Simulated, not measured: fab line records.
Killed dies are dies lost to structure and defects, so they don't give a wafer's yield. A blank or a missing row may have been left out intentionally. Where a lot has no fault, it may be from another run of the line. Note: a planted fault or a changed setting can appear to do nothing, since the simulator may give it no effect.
Which of the tools did it?	flow berkeley cmos170	42 wafers from 14 lots sampled at 5 of the route's 331 steps

== WHAT THE GAUGES READ, wafer by wafer ==
UCB170_SILICIDE_THK_MEAS_03: measures by xrf. Usual: SILICIDE_TI_THK gives 30.5 nm (standard deviation 0.34).
lot	measured	on	SILICIDE_TI_THK (nm)	flag
L678	day 7 10:19	film metro-01	30.1 30.4 29.9	
L675	day 7 12:00	film metro-03	30.6 30.8 30.8	
L677	day 7 12:10	film metro-04	30.6 30.6 30.9	
L676	day 7 12:23	film metro-01	30.2 30.5 30.2	
L679	day 7 16:41	film metro-03	30.5 30.6 30.7	
L680	day 7 16:49	film metro-04	30.4 30.1 30.1	
L682	day 8 11:52	film metro-04	30.1 30.5 29.9	
L681	day 8 12:20	film metro-01	30.5 30.6 30.2	
L683	day 8 17:29	film metro-03	30.6 30.7 30.3	
L684	day 8 17:51	film metro-01	30.7 31.0 31.0	
L689	day 10 07:17	film metro-04	29.3 29.9 29.7	
L694	day 11 09:05	film metro-03	30.6 30.9 30.8	
L697	day 11 19:29	film metro-03	29.7 30.0 30.5	
L698	day 11 19:49	film metro-03	30.7 30.8 30.7	

UCB170_CONTACT_OVL_MEAS_16. Usual: CONTACT_OVL gives 0 nm (standard deviation 5.8).
lot	measured	on	CONTACT_OVL (nm)	flag
L678	day 7 15:32	overlay-02	7 6 2	
L675	day 7 17:21	overlay-01	-8 -10 -12	
L677	day 7 17:28	overlay-02	-4 -8 2	
L676	day 7 19:23	overlay-01	8 2 1	
L679	day 7 23:08	overlay-01	-9 -6 -3	
L680	day 7 23:22	overlay-01	3 -4 4	
L682	day 8 16:47	overlay-01	1 9 5	
L681	day 8 17:30	overlay-01	9 4 8	
L683	day 8 22:59	overlay-01	-6 -3 -1	
L684	day 8 23:10	overlay-02	-15 2 -5	
L689	day 10 12:53	overlay-01	-1 3 2	
L694	day 11 14:23	overlay-02	-6 -2 -4	
L697	day 12 00:15	overlay-01	3 5 9	
L698	day 12 01:30	overlay-02	-3 3 -8	

UCB170_V2_CD_MEAS_90 targets a cd of 700 nm. Usual: cd nm at 699.8 nm, with a standard deviation of 1.4.
lot	measured	on	cd nm (nm)	flag
L678	day 8 06:00	cd sem-01	699.8 699.2 699.1	
L675	day 8 06:34	cd sem-02	701.4 701.2 699.8	
L677	day 8 06:53	cd sem-02	700.8 698.7 699.7	
L676	day 8 08:53	cd sem-02	699.4 697.5 700.4	
L679	day 8 13:45	cd sem-02	700.3 702.1 699.9	
L680	day 8 14:09	cd sem-02	700.1 700.6 701.0	
L682	day 9 08:12	cd sem-02	698.8 699.9 700.6	
L681	day 9 08:07	cd sem-02	698.6 701.4 698.2	
L683	day 9 14:21	cd sem-01	699.4 700.3 700.0	
L684	day 9 14:29	cd sem-02	702.0 701.0 701.5	
L689	day 11 09:30	cd sem-02	699.8 698.7 697.2	
L694	day 12 07:50	cd sem-02	698.1 698.1 697.8	
L697	day 12 15:23	cd sem-02	702.9 700.0 701.7	
L698	day 12 17:26	cd sem-01	701.2 697.5 699.9	

== EACH LOT AND THE TOOL THAT RAN IT (in order: tool; ch and the chambers of the sampled wafers; start) ==
lot	UCB170_V2_COAT_07	UCB170_V2_STRIP_15
L678	litho track-04 ch 0, day 8 04:53	plasma asher-02 ch 0,1, day 8 05:53
L675	litho track-03 ch 0, day 8 05:14	plasma asher-03 ch 0,1, day 8 06:28
L677	litho track-03 ch 0, day 8 05:40	plasma asher-01 ch 0,1, day 8 06:46
L676	litho track-04 ch 0, day 8 07:37	plasma asher-01 ch 0,1, day 8 08:47
L679	litho track-01 ch 0, day 8 12:32	plasma asher-02 ch 0,1, day 8 13:34
L680	litho track-03 ch 0, day 8 13:01	plasma asher-03 ch 0,1, day 8 14:03
L682	litho track-04 ch 0, day 9 06:46	plasma asher-02 ch 0,1, day 9 08:06
L681	litho track-01 ch 0, day 9 06:47	plasma asher-01 ch 0,1, day 9 07:59
L683	litho track-03 ch 0, day 9 12:55	plasma asher-01 ch 0,1, day 9 14:15
L684	litho track-04 ch 0, day 9 13:04	plasma asher-02 ch 0, day 9 14:22
L689	litho track-01 ch 0, day 11 07:14	plasma asher-03 ch 0,1, day 11 09:23
L694	litho track-01 ch 0, day 12 06:41	plasma asher-02 ch 0,1, day 12 07:43
L697	litho track-03 ch 0, day 12 13:57	plasma asher-02 ch 0,1, day 12 15:17
L698	litho track-03 ch 0, day 12 16:19	plasma asher-02 ch 0,1, day 12 17:20
- UCB170_V2_COAT_07: resist thk 900 nm.
- UCB170_V2_STRIP_15: strips in O2.

== WHAT THE TOOLS THEMSELVES READ (means of the sampled wafers that have a number; where no wafer has one, the mark that the record gives instead) ==
UCB170_V2_COAT_07. Usual: dispense pressure kPa at 51.0 kPa, with a standard deviation of 2.9.
lot	tool	dispense pressure kPa (kPa)	flag
L678	litho track-04	52.9	
L675	litho track-03	52.4	
L677	litho track-03	52.4	
L676	litho track-04	52.9	
L679	litho track-01	46.1	
L680	litho track-03	52.4	
L682	litho track-04	52.9	
L681	litho track-01	46.1	
L683	litho track-03	52.4	
L684	litho track-04	52.9	
L689	litho track-01	46.0	
L694	litho track-01	46.0	
L697	litho track-03	52.5	
L698	litho track-03	52.4	

UCB170_V2_STRIP_15. Usual: drypump motor current A 5.6 A, standard deviation 0.56; oes product au 0.722 a.u., standard deviation 0.0041; strip time to endpoint s 15.27 s, standard deviation 0.1.
lot	tool	drypump motor current A (A)	oes product au (a.u.)	strip time to endpoint s (s)	flag
L678	plasma asher-02	5.2	0.724	15.19	
L675	plasma asher-03	5.7	0.720	15.31	
L677	plasma asher-01	6.1	0.718	15.23	
L676	plasma asher-01	6.1	0.720	15.17	
L679	plasma asher-02	5.2	0.726	15.25	
L680	plasma asher-03	5.7	0.722	15.35	
L682	plasma asher-02	5.0	0.722	15.15	
L681	plasma asher-01	6.1	0.721	15.35	
L683	plasma asher-01	6.4	0.724	15.15	
L684	plasma asher-02	5.4	0.724	15.19	
L689	plasma asher-03	5.6	0.721	16.86	OFF
L694	plasma asher-02	5.2	0.729	16.66	OFF
L697	plasma asher-02	5.2	0.723	15.38	
L698	plasma asher-02	5.2	0.723	15.29	

== THE ANSWER, worked out from the rows above alone ==
Rule: a lot counts as off when the mean over its wafers that have a number is more than 3 standard deviations away from the usual mean. Also off: a lot with no number at a reading for which 4 or more lots have one. All remaining lots with rows at the step are treated as sound. First the gauges in route order, then the tools' own readings, where a lot's mean is used as printed above. The first step at which some lot is off is used, and at that step the reading that is off furthest; a lot without a number counts as furthest.
Off: L689, L694 (UCB170_V2_STRIP_15, strip time to endpoint s).
A tool fits if, at that step or a process step before it, it ran every lot that is off, and no sound lot after the first of them. One candidate fits, namely litho track-01 at UCB170_V2_COAT_07. Its last sound lot is L681 (day 9 06:47), its first lot that is off L689 (day 11 07:14): a fault that began between those two fits.

== WHAT HAD BEEN PUT IN BY THE SIMULATOR ==
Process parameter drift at UCB170_V2_COAT_07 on litho track-01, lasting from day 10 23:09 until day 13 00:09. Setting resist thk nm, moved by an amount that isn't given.
Lots struck among those shown: L689, L694. Same finding as the rule above.
